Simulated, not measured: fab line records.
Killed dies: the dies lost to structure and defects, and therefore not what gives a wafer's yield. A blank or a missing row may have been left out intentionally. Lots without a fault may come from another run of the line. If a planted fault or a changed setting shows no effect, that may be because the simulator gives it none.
A lot that was struck, set against a sound lot | flow ritCmos | 15 out of 202 route steps
Sound: these wafers, L820.1, L820.2, L820.4. The struck wafers were L830.3, L830.4, L830.5. The cause is named last.
At each step with rows: each side's tool, then ch and its chambers, then its first start. Under that, the readings that differ: sound wafers | struck wafers | difference of the means | sigmas: that difference in standard deviations of wafers without a fault.
alike: same words and numbers on both sides, and readings whose means sit less than 2 such deviations apart. not compared: any withheld reading, any reading some wafer has no value for, any bound like >300 that may hide the same value, and any number with overlapping values for which the record gives no deviation.
A row with sigmas, a row that says differs or no value, or rows on one side alone: a step with any of these is where the two part. Numbers that have no deviation but don't overlap get no sigmas and don't part them. A reading missing from all wafers of one side parts the sides only when that side holds two or more wafers.

RIT_SPACER_ETCHBACK_05: etches Si3N4 in SF6/CHF3, stops on SiO2, target depth 250 nm, time 240 s.
  sound on rieDiel-01 ch 0,2,3, day 3 04:21; struck on rieDiel-01 ch 0,2,3, day 5 05:50
  alike: chamberPressureMTorr, drypumpMotorCurrentA, oesProductAu, throttleValvePct
  not compared: rfHoursCounterH
then, 6 steps without rows for these wafers: RIT_NSD_HMDS_00 (prime time 60 s); RIT_NSD_COAT_01 (resist thk 1000 nm); RIT_NSD_SOFTBAKE_02 (time 60 s); RIT_NSD_EXPOSE_03 (exposes mask M9, target cd 40700 nm); RIT_NSD_PEB_04; RIT_NSD_DEVELOP_05 (develop time 50 s).
RIT_NSD_OVL_MEAS_06:
  sound on overlay-01, day 3 05:21; struck on overlay-02, day 5 06:59
  alike: NSD_OVL
then, 2 steps without rows for these wafers: RIT_NSD_HARDBAKE_07 (time 60 s); RIT_NSD_IMPLANT_08.
RIT_NSD_STRIP_09: strips in O2, time 180 s.
  sound on plasmaAsher-02 ch 0,1, day 3 05:41; struck on plasmaAsher-03 ch 0,1, day 5 07:22
  alike: chamberPressureMTorr, drypumpMotorCurrentA
  not compared: rfHoursCounterH
RIT_NSD_TW_MEAS_10:
  sound on filmMetro-02, day 3 05:52; struck on filmMetro-04, day 5 07:29
reading | sound          | struck         | difference | sigmas
NSD_TW  | 3110 3101 3115 | 3145 3140 3128 | +29        | +2
RIT_PSD_HMDS_00: prime time 60 s.
  sound on lithoTrack-03 ch 0, day 3 05:55; struck on lithoTrack-02 ch 0, day 5 07:35
reading        | sound                | struck               | difference | sigmas
primeTempC (C) | 140.03 139.92 139.94 | 142.36 142.41 142.79 | +2.56      | +18
  alike: exhaustPa
then, 1 step without rows for these wafers: RIT_PSD_COAT_01 (resist thk 1000 nm).
RIT_M1_PROBE_99:
  sound on prober-01, day 3 15:16; struck on prober-01, day 5 17:02
reading          | sound | struck  | difference | sigmas
killedAtFrontEnd | 3 8 2 | 6 14 12 | +6         | +2
killedDies       | 3 8 2 | 6 14 12 | +6         | +2
killedOpen       | 1 4 0 | 4 8 6   | +4         | +2
  alike: killedAtContacts, killedShort

== WHERE THEY PART ==
First at RIT_NSD_TW_MEAS_10; last, within this record, at RIT_M1_PROBE_99.

WHY: what had been put in by the simulator
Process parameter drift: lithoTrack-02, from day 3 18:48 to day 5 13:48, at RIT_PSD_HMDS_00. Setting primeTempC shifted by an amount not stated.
